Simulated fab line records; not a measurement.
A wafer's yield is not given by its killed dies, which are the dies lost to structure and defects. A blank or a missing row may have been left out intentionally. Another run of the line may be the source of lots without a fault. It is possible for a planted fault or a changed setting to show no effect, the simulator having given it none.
Split-lot experiment + flow rit cmos + 23 wafers read from 5 lots, route of 202 steps

ON THE SPLIT
At RIT_NSD_IMPLANT_08, the setting energy kev was moved away from the recipe's 25 on 5 of the 23 wafers read, by -5.9% to +3.2%. All remaining wafers had this setting at the recipe value.

FROM THE SPLIT TO THE READING: what the file shows between them, 1 step
- RIT_NSD_STRIP_09: strips in O2, time 180 s

THE READING
NSD_TW, at RIT_NSD_TW_MEAS_10. Fault-free wafers of this fab line usually give 3094, standard deviation 22.

| wafer  | tool, chamber at the split | energy kev as run | against the recipe | NSD_TW | against lot-mates on the recipe |
|--------|----------------------------|-------------------|--------------------|--------|---------------------------------|
| L074.1 | implanter-03, 0            | 25                | recipe             | 3122   | -                               |
| L074.2 | implanter-03, 0            | 25                | recipe             | 3121   | -                               |
| L074.3 | implanter-03, 0            | 25                | recipe             | 3122   | -                               |
| L074.4 | implanter-03, 0            | 25                | recipe             | 3151   | -                               |
| L074.5 | implanter-03, 0            | 25                | recipe             | 3138   | -                               |
| L075.1 | implanter-03, 0            | 25.8              | +3.2%              | 3109   | +32                             |
| L075.2 | implanter-03, 0            | 25                | recipe             | 3079   | -                               |
| L075.3 | implanter-03, 0            | 25.8              | +3.2%              | 3105   | +28                             |
| L075.4 | implanter-03, 0            | 25.8              | +3.2%              | 3106   | +30                             |
| L075.6 | implanter-03, 0            | 25                | recipe             | 3074   | -                               |
| L078.1 | implanter-03, 0            | 25                | recipe             | 3065   | -                               |
| L078.2 | implanter-03, 0            | 25                | recipe             | 3068   | -                               |
| L078.4 | implanter-03, 0            | 23.52             | -5.9%              | 3009   | -58                             |
| L078.5 | implanter-03, 0            | 23.52             | -5.9%              | 3027   | -40                             |
| L078.6 | implanter-03, 0            | 25                | recipe             | 3069   | -                               |
| L080.1 | implanter-03, 0            | 25                | recipe             | 3087   | -                               |
| L080.2 | implanter-03, 0            | 25                | recipe             | 3088   | -                               |
| L080.3 | implanter-03, 0            | 25                | recipe             | 3078   | -                               |
| L080.5 | implanter-03, 0            | 25                | recipe             | 3088   | -                               |
| L080.6 | implanter-03, 0            | 25                | recipe             | 3086   | -                               |
| L083.3 | implanter-04, 0            | 25                | recipe             | 3102   | -                               |
| L083.4 | implanter-04, 0            | 25                | recipe             | 3126   | -                               |
| L083.6 | implanter-04, 0            | 25                | recipe             | 3132   | -                               |

THE FIT
A straight line over all 23 wafers: NSD_TW changes by +10.1 for each +1% of energy kev; r = +0.64; the points scatter about the line by 27.
The same after taking each lot's own level away (the mean of its wafers on the recipe; 23 wafers): +8.68 for each +1%; r = +0.91; scatter 8.4.
On that fit, the largest move of energy kev shifts the reading by 51.
Measured against the standard deviation above, the lots' own levels, which go from 3067.3 to 3130.8, span 2.9 times it.
So the lot-to-lot level blurs the effect unless lot-mates are compared.
Check: -46.3 against its lot-mates is what the line predicts for one of the wafers moved furthest among these (-5.9%) when that wafer is left out of the fit. It came out at -58.3 against them.

THE OTHER SPLITS THESE WAFERS WENT THROUGH
These wafers also went through other splits before the reading. Each is held against what the fit with the lots' levels taken away leaves over:
| other split on the same wafers | wafers away from the commonest value | r with NSD_TW (lot level and that fit taken away) |
|--------------------------------|--------------------------------------|---------------------------------------------------|
| RIT_NSD_SOFTBAKE_02 temp c     | 9                                    | -0.13                                             |

THE WHOLE CHAIN: every reading that the file lists as answering this split, in the file's order
| step               | what it does | reading                                                         | change (the file's fit)                | r (the file's) |
|--------------------|--------------|-----------------------------------------------------------------|----------------------------------------|----------------|
| RIT_NSD_IMPLANT_08 |              | implant.rp nm (the simulator's own value, which no gauge read)  | +0.22 nm for each +1% of the setting   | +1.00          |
| RIT_NSD_IMPLANT_08 |              | implant.drp nm (the simulator's own value, which no gauge read) | +0.0902 nm for each +1% of the setting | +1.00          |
| RIT_NSD_TW_MEAS_10 |              | NSD_TW                                                          | +8.56 for each +1% of the setting      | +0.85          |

FILE'S OWN FIT
NSD_TW changes by +8.56 for each +1% of energy kev, r = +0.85.
